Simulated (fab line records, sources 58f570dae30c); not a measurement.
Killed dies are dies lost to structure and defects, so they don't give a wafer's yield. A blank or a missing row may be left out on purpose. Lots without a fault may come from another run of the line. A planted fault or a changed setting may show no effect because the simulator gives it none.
Which tool did it? | flow berkeley_cmos170 | 13 lots, 39 wafers sampled, at 4 steps of a route of 331

WHAT THE GAUGES READ, wafer by wafer
UCB170_M2_CD_MEAS_90: target cd 700 nm. Usual: cd_nm 701 nm, standard deviation 4.5.
lot  | measured     | on        | cd_nm (nm)  | flag
L230 | day 8 15:14  | cd_sem-02 | 696 694 697 |
L231 | day 8 22:02  | cd_sem-01 | 698 697 697 |
L232 | day 9 16:22  | cd_sem-01 | 705 704 708 |
L235 | day 9 18:32  | cd_sem-02 | 696 700 699 |
L238 | day 10 19:54 | cd_sem-02 | 697 697 698 |
L237 | day 10 18:05 | cd_sem-01 | 705 704 704 |
L244 | day 11 15:50 | cd_sem-02 | 699 697 696 |
L243 | day 11 16:06 | cd_sem-01 | 700 701 702 |
L249 | day 13 14:32 | cd_sem-01 | 703 707 706 |
L247 | day 13 17:10 | cd_sem-02 | 701 694 699 |
L250 | day 13 19:53 | cd_sem-01 | 698 699 705 |
L252 | day 14 05:15 | cd_sem-01 | 700 700 701 |
L251 | day 14 07:34 | cd_sem-01 | 707 695 703 |

UCB170_M3_CD_MEAS_15: target cd 700 nm. Usual: cd_nm 700.0 nm, standard deviation 1.4.
lot  | measured     | on        | cd_nm (nm)        | flag
L230 | day 8 20:44  | cd_sem-02 | 700.5 698.9 699.2 |
L231 | day 9 04:10  | cd_sem-01 | 701.7 700.8 699.9 |
L232 | day 9 21:44  | cd_sem-02 | 696.7 697.7 697.6 |
L235 | day 9 23:43  | cd_sem-02 | 700.3 700.8 699.5 |
L238 | day 11 01:54 | cd_sem-01 | 702.6 700.5 701.6 |
L237 | day 11 00:00 | cd_sem-01 | 698.7 698.1 699.9 |
L244 | day 11 20:46 | cd_sem-02 | 701.5 702.6 701.4 |
L243 | day 11 21:03 | cd_sem-01 | 699.1 699.2 699.1 |
L249 | day 13 20:40 | cd_sem-01 | 702.0 699.6 700.6 |
L247 | day 14 00:08 | cd_sem-01 | 700.2 700.8 700.5 |
L250 | day 14 01:25 | cd_sem-02 | 700.3 701.8 701.8 |
L252 | day 14 10:07 | cd_sem-01 | 702.6 703.1 701.7 |
L251 | day 14 12:37 | cd_sem-02 | 699.1 699.7 699.8 |

WHICH TOOL RAN EACH LOT (tool, then ch and the chambers of the sampled wafers, then the start)
lot  | UCB170_SILICIDE_SPUTTER_01   | UCB170_V2_CVD_00
L230 | pvd_sputter-01, day 8 01:04  | pecvd-04 ch 0,1,2, day 8 15:20
L231 | pvd_sputter-01, day 8 01:33  | pecvd-02 ch 0,1, day 8 22:09
L232 | pvd_sputter-02, day 9 01:56  | pecvd-01 ch 1,2, day 9 16:28
L235 | pvd_sputter-04, day 9 02:07  | pecvd-02 ch 0,1,2, day 9 18:38
L238 | pvd_sputter-02, day 9 20:01  | pecvd-02 ch 0,1, day 10 20:00
L237 | pvd_sputter-01, day 9 20:41  | pecvd-04 ch 0,1, day 10 18:11
L244 | pvd_sputter-02, day 10 23:23 | pecvd-02 ch 0,2, day 11 15:58
L243 | pvd_sputter-02, day 11 00:21 | pecvd-04 ch 0,2, day 11 16:12
L249 | pvd_sputter-04, day 12 21:25 | pecvd-01 ch 0,1, day 13 14:38
L247 | pvd_sputter-02, day 12 21:31 | pecvd-02 ch 0,1,2, day 13 17:15
L250 | pvd_sputter-02, day 13 02:50 | pecvd-02 ch 0,1,2, day 13 19:59
L252 | pvd_sputter-04, day 13 14:27 | pecvd-02 ch 0,1,2, day 14 05:21
L251 | pvd_sputter-02, day 13 14:41 | pecvd-04 ch 0,1,2, day 14 07:41
- UCB170_SILICIDE_SPUTTER_01: material Ti, target thk 30 nm, time 25 s.
- UCB170_V2_CVD_00: deposits SiO2 from TEOS/O2, target thk 2000 nm, time 250 s.

WHAT THE TOOLS THEMSELVES READ (means of the sampled wafers that have a number; where no wafer has one, the mark that the record gives instead)
UCB170_SILICIDE_SPUTTER_01. Usual: throttle_valve_pct 29.6 %, standard deviation 1.4.
lot  | tool           | throttle_valve_pct (%) | flag
L230 | pvd_sputter-01 | 30.7                   |
L231 | pvd_sputter-01 | 29.4                   |
L232 | pvd_sputter-02 | 29.0                   |
L235 | pvd_sputter-04 | 31.9                   |
L238 | pvd_sputter-02 | 29.3                   |
L237 | pvd_sputter-01 | 30.0                   |
L244 | pvd_sputter-02 | 29.1                   |
L243 | pvd_sputter-02 | 28.7                   |
L249 | pvd_sputter-04 | 30.0                   |
L247 | pvd_sputter-02 | 28.7                   |
L250 | pvd_sputter-02 | 29.2                   |
L252 | pvd_sputter-04 | 30.3                   |
L251 | pvd_sputter-02 | 29.0                   |

UCB170_V2_CVD_00. Usual: heater_power_w 271 W, standard deviation 78.
lot  | tool     | heater_power_w (W) | flag
L230 | pecvd-04 | 195                |
L231 | pecvd-02 | 255                |
L232 | pecvd-01 | 333                |
L235 | pecvd-02 | 251                |
L238 | pecvd-02 | 253                |
L237 | pecvd-04 | 168                |
L244 | pecvd-02 | 308                |
L243 | pecvd-04 | 237                |
L249 | pecvd-01 | 365                |
L247 | pecvd-02 | 332                |
L250 | pecvd-02 | 291                |
L252 | pecvd-02 | 276                |
L251 | pecvd-04 | 271                |

THE ANSWER, worked out from the rows above alone
Rule: a lot is off if the mean of its wafers that have a number lies more than 3 standard deviations from the usual mean. A lot without any number at a reading at which 4 lots or more have one is off too. The other lots that the step has rows for count as sound. The gauges are gone through in route order, then the tools' own readings, and for those a lot's mean is taken as printed above. The first step at which some lot is off is used, and at that step the reading that is off furthest; a lot without a number counts as furthest.
No lot is off at any reading shown: from this, nothing can be told.

WHAT THE SIMULATOR HAD PUT IN
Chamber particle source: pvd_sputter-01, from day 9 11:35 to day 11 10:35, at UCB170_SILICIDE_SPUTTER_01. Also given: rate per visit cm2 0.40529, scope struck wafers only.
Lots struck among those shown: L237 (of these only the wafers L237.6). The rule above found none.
